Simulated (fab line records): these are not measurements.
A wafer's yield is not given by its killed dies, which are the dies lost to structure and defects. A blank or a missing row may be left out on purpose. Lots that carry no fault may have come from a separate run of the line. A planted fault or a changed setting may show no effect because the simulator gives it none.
Which tool was responsible?    flow berkeleyCmos170    14 lots, 42 wafers sampled, at 5 steps of a route of 331

== WHAT THE GAUGES SHOWED, per wafer ==
UCB170_NVT_OVL_MEAS_06. Usual: NVT_OVL typically reads 2 nm, with standard deviation 6.1.
lot   measured      on          NVT_OVL (nm)  flag
L615  day 5 11:14   overlay-02  9 12 6        
L617  day 5 11:31   overlay-01  2 -7 -2       
L614  day 5 11:47   overlay-02  9 -3 12       
L619  day 6 02:08   overlay-02  -2 8 2        
L620  day 6 03:35   overlay-01  -9 -5 -8      
L623  day 7 01:58   overlay-01  8 11 11       
L624  day 7 02:00   overlay-01  10 3 -3       
L626  day 7 08:57   overlay-01  -7 -7 -6      
L627  day 7 09:30   overlay-01  -4 6 10       
L628  day 8 12:38   overlay-01  -3 -2 1       
L629  day 8 17:41   overlay-02  1 -5 -5       
L631  day 9 03:26   overlay-02  5 6 2         
L635  day 9 17:53   overlay-01  5 5 7         
L636  day 10 00:24  overlay-01  12 3 -1       

UCB170_SDANNEAL_RS_MEAS_03: measurement is done with a four-point probe. Usual: NSD_RS typically reads 37.38 ohm/sq, with standard deviation 0.1.
lot   measured      on            NSD_RS (ohm/sq)    flag
L615  day 6 14:34   filmMetro-02  37.28 37.38 37.38  
L617  day 6 15:41   filmMetro-04  37.39 37.39 37.39  
L614  day 6 15:02   filmMetro-03  37.49 37.39 37.35  
L619  day 7 12:55   filmMetro-04  37.51 37.46 37.28  
L620  day 7 11:47   filmMetro-04  37.46 37.49 37.40  
L623  day 8 12:04   filmMetro-04  37.36 37.38 37.41  
L624  day 8 12:01   filmMetro-03  37.60 37.46 37.57  
L626  day 8 18:25   filmMetro-02  37.32 37.34 37.33  
L627  day 8 18:51   filmMetro-03  37.33 37.36 37.40  
L628  day 9 16:54   filmMetro-04  37.43 37.44 37.43  
L629  day 9 21:11   filmMetro-04  37.33 37.37 37.27  
L631  day 10 09:00  filmMetro-02  37.39 37.36 37.36  
L635  day 10 18:24  filmMetro-03  37.34 37.35 37.28  
L636  day 11 04:19  filmMetro-03  37.39 37.35 37.37  

UCB170_SDANNEAL_RS_MEAS_04: measurement is done with a four-point probe. Usual: PLDD_RS typically reads 1031.4 ohm/sq, with standard deviation 2.3.
lot   measured      on            PLDD_RS (ohm/sq)      flag
L615  day 6 14:41   filmMetro-02  1033.4 1031.9 1032.9  
L617  day 6 15:48   filmMetro-04  1036.9 1033.7 1032.1  
L614  day 6 15:09   filmMetro-03  1033.4 1036.1 1034.5  
L619  day 7 13:02   filmMetro-04  1032.1 1034.5 1032.4  
L620  day 7 11:55   filmMetro-04  1033.5 1035.3 1035.3  
L623  day 8 12:11   filmMetro-04  1032.6 1030.6 1030.3  
L624  day 8 12:08   filmMetro-03  1029.6 1030.9 1028.6  
L626  day 8 18:32   filmMetro-02  1074.5 1077.3 1073.4  OFF
L627  day 8 18:58   filmMetro-03  1074.8 1074.8 1077.0  OFF
L628  day 9 17:01   filmMetro-04  1029.9 1030.2 1031.6  
L629  day 9 21:19   filmMetro-04  1030.4 1031.9 1029.1  
L631  day 10 09:07  filmMetro-02  1029.3 1028.0 1030.0  
L635  day 10 18:31  filmMetro-03  1029.0 1028.8 1031.1  
L636  day 11 04:26  filmMetro-03  1030.8 1032.1 1031.8  

UCB170_M1_THK_MEAS_02: measures by xrf. Usual: M1_AL_THK typically reads 600 nm, with standard deviation 8.5.
lot   measured      on            M1_AL_THK (nm)  flag
L615  day 6 23:46   filmMetro-04  596 607 596     
L617  day 6 23:30   filmMetro-03  608 607 605     
L614  day 7 00:04   filmMetro-03  599 597 606     
L619  day 7 20:44   filmMetro-02  608 604 604     
L620  day 7 17:13   filmMetro-02  606 607 607     
L623  day 8 18:53   filmMetro-04  584 579 580     
L624  day 8 19:29   filmMetro-04  593 598 594     
L626  day 8 23:52   filmMetro-04  602 601 605     
L627  day 9 01:55   filmMetro-02  606 606 602     
L628  day 9 23:05   filmMetro-03  604 603 604     
L629  day 10 04:28  filmMetro-03  604 607 613     
L631  day 10 14:36  filmMetro-04  586 589 579     
L635  day 10 23:46  filmMetro-03  595 598 596     
L636  day 11 09:52  filmMetro-02  596 588 599     

== WHAT TOOL EACH LOT RAN ON (gives the tool, then ch and the chambers of the sampled wafers, and finally the start) ==
lot   UCB170_SPACER_ANNEAL_02
L615  furnace-01 ch 0, day 6 06:22
L617  furnace-04 ch 0, day 6 09:25
L614  furnace-01 ch 0, day 6 06:22
L619  furnace-04 ch 0, day 7 04:37
L620  furnace-04 ch 0, day 7 04:37
L623  furnace-01 ch 0, day 8 03:32
L624  furnace-01 ch 0, day 8 03:32
L626  furnace-01 ch 0, day 8 12:23
L627  furnace-01 ch 0, day 8 12:23
L628  furnace-02 ch 0, day 9 09:03
L629  furnace-04 ch 0, day 9 15:17
L631  furnace-02 ch 0, day 10 02:35
L635  furnace-02 ch 0, day 10 12:41
L636  furnace-04 ch 0, day 10 21:59
- UCB170_SPACER_ANNEAL_02: time 1800 s.

== AS READ BY THE TOOLS THEMSELVES (means over the sampled wafers that have a number; for cases with no such wafer, the mark the record gives instead) ==
UCB170_SPACER_ANNEAL_02. Usual: spikeTcCentreC 902.4 C, standard deviation 1.2; tubeCenterTempC 900 C, standard deviation 0.083.
lot   tool        spikeTcCentreC (C)  tubeCenterTempC (C)  flag
L615  furnace-01  902.9               900                  
L617  furnace-04  901.8               900                  
L614  furnace-01  904.5               900                  
L619  furnace-04  900.6               900                  
L620  furnace-04  901.5               900                  
L623  furnace-01  903.2               900                  
L624  furnace-01  902.6               900                  
L626  furnace-01  902.9               900                  
L627  furnace-01  904.5               900                  
L628  furnace-02  902.3               900                  
L629  furnace-04  901.1               900                  
L631  furnace-02  902.1               900                  
L635  furnace-02  902.3               900                  
L636  furnace-04  902.3               900                  

== THE ANSWER, worked out from the rows above alone ==
Rule: a lot counts as off when the mean over its wafers that have a number is more than 3 standard deviations away from the usual mean. Also off: a lot with no number at a reading for which 4 or more lots have one. Where the step has rows for the other lots, those lots are counted as sound. After the gauges, taken in route order, come the tools' own readings; for these a lot's mean is taken, as printed above. The first step at which some lot is off is used, and at that step the reading that is off furthest; a lot without a number counts as furthest.
Off: L626, L627, seen at UCB170_SDANNEAL_RS_MEAS_04 (PLDD_RS).
A tool fits if, at a process step before that reading, it ran every lot that is off, and no sound lot after the first of them. Gauges at UCB170_SDANNEAL_RS_MEAS_04: tried the same way as those tools. One fits: furnace-01 at UCB170_SPACER_ANNEAL_02. Its last sound lot is L623 (day 8 03:32), its first lot that is off L626 (day 8 12:23): a fault that began between those two fits.

== WHAT THE SIMULATOR HAD PUT IN ==
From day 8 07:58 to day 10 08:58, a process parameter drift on furnace-01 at UCB170_SPACER_ANNEAL_02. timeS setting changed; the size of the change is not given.
Lots struck among those shown: L626, L627. Same finding as the rule above.
